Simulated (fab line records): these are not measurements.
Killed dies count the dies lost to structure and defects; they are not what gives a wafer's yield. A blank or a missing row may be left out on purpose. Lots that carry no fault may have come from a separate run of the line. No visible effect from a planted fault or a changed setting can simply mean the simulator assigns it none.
Matching of chambers | flow berkeley-cmos170 | rie-diel-03 running UCB170_M3_ETCH_17: 4 sister chambers
The step etches BARC in N2/H2. 4 wafers are shown with their chamber, then 7 later ones without.

## WAFERS WITH THEIR CHAMBER
wafer  | chamber | drypump-motor-current-A (A)
L132.2 | 1       | 5.3
L132.4 | 2       | 5.6
L139.3 | 0       | 5.3
L139.4 | 3       | 6.5

## WAFERS MISSING THEIR CHAMBER
wafer  | drypump-motor-current-A (A)
L139.5 | 5.3
L141.3 | 5.6
L141.4 | 5.6
L141.5 | 5.3
L143.3 | 5.4
L143.4 | 6.6
L143.5 | 5.4

## CHAMBER TAKEN BY EACH
wafer  | from the rows above          | in truth
L139.5 | can't be placed: 0 or 1      | 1
L141.3 | 2                            | 2
L141.4 | 2                            | 2
L141.5 | can't be placed: 0 or 1      | 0
L143.3 | can't be placed: 0 or 1 or 2 | 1
L143.4 | 3                            | 3
L143.5 | can't be placed: 0 or 1 or 2 | 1
Placed correctly: 3 of 7. From these rows, 4 cannot be placed; in 4 the true chamber is one of the candidates. Placed wrongly: 0.
How it was worked out, from the rows above alone: a wafer's distance from a chamber is the root of the sum, over the readings, of the square of ((its reading less the chamber's mean) divided by the reading's scatter). The wafer belongs to the nearest chamber; if the next one is less than 2 further off, it can't be placed. Each chamber's mean is taken over the wafers shown for it. The scatter (one wafer shown for each chamber): square how far every hidden wafer sits from the nearest shown wafer, average those squares and take the square root.
